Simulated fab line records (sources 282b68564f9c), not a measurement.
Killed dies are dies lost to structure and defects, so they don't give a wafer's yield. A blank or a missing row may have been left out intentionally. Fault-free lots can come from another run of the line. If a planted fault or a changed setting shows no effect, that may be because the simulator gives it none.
Which tool did it?    flow rit_cmos    6 lots with 18 wafers sampled at 2 steps, on a route of 202 steps

## WHAT EACH GAUGE READ, for each wafer
RIT_ACTIVE_THK_MEAS_04.
lot   measured     on             ACTIVE_NITRIDE_THK (nm)
L614  day 1 18:33  film_metro-01  151.7 152.1 150.9
L616  day 2 07:35  film_metro-02  148.3 147.7 149.6
L618  day 2 15:41  film_metro-02  149.2 150.0 149.4
L624  day 3 20:33  film_metro-01  120.3 121.0 120.5
L633  day 5 17:32  film_metro-01  149.4 148.5 149.6
L636  day 6 08:32  film_metro-03  148.9 147.9 148.3

## WHICH TOOL RAN EACH LOT (tool, then ch and the chambers of the sampled wafers, then the start)
lot   RIT_ACTIVE_CVD_03
L614  lpcvd-01 ch 1, day 1 17:07
L616  lpcvd-02 ch 1, day 2 06:09
L618  lpcvd-01 ch 0, day 2 14:14
L624  lpcvd-02 ch 1, day 3 19:07
L633  lpcvd-01 ch 1, day 5 16:07
L636  lpcvd-01 ch 0, day 6 07:07
- RIT_ACTIVE_CVD_03: deposits Si3N4 from SiH2Cl2/NH3, target thk 150 nm, time 1500 s.

## THE ANSWER, worked out from the rows above alone
Rule: the lots themselves supply what counts as usual. Put in order of their means at a reading, lots are off if they are a third of the lots or fewer, leave a main group of 4 or more, and stand apart from it by a gap of 3 or more times the standard deviation of the main group's means; of several such gaps the widest counts. If all means in a main group match to the digits the tables above print for the reading, that group is not used. A lot without any number at a reading at which 4 lots or more have one is off too. All remaining lots with rows at the step are treated as sound.
Off: at RIT_ACTIVE_THK_MEAS_04 (ACTIVE_NITRIDE_THK), L624. Main group: mean 149.4 nm, sd 1.1.
A tool fits if, at a process step before that reading, it ran every lot that is off, and no sound lot after the first of them. The gauges at RIT_ACTIVE_THK_MEAS_04 are tried like those tools. One fits: RIT_ACTIVE_CVD_03 on lpcvd-02. Its last sound lot is L616 (day 2 06:09), its first lot that is off L624 (day 3 19:07): a fault that began between those two fits.

## WHAT THE SIMULATOR HAD INSERTED
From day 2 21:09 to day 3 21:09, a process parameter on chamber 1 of lpcvd-02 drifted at RIT_ACTIVE_CVD_03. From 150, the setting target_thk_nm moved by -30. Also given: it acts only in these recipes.
Struck lots among those shown: L624. The rule above found the same.
